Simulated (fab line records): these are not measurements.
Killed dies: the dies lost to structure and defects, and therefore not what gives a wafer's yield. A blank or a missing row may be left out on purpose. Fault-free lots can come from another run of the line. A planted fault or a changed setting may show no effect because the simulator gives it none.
Chamber matching ; flow berkeley cmos170 ; UCB170_GATE_ETCH_15 on rie si-02: 4 sister chambers
The step etches poly-Si in HBr/Cl2, stops on SiO2, time 56.3 s, target depth 278.2 nm. 4 wafers are shown with their chamber, then 8 later ones without.

## WAFERS WITH THEIR CHAMBER
wafer;chamber;throttle valve pct (%)
L367.4;0;26.59
L374.3;1;26.47
L374.5;2;26.87
L378.3;3;26.60

## WAFERS MISSING THEIR CHAMBER
wafer;throttle valve pct (%)
L378.4;26.87
L378.6;26.59
L382.1;26.58
L382.3;26.88
L382.4;26.57
L381.1;26.56
L381.2;26.46
L381.4;26.59

## WHICH CHAMBER EACH ONE RAN IN
wafer;from the rows above;in truth
L378.4;2;2
L378.6;can't be placed: 0 or 3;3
L382.1;can't be placed: 0 or 3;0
L382.3;2;2
L382.4;can't be placed: 0 or 3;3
L381.1;can't be placed: 0 or 3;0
L381.2;1;1
L381.4;can't be placed: 0 or 3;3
Placed correctly: 3 of 8. Unplaceable from these rows: 5, with the true chamber sitting among the candidates in 5. Wrongly placed: 0.
How it was worked out, from the rows above alone: a wafer's distance from a chamber is the root of the sum, over the readings, of the square of ((its reading less the chamber's mean) divided by the reading's scatter). If the next closest chamber is less than 2 further off than the closest, the wafer can't be placed; otherwise it belongs to the closest. Each chamber's mean is taken over the wafers shown for it. The scatter: with one shown wafer a chamber, the root of the mean of the squares of how far each hidden wafer lies from its nearest shown one.
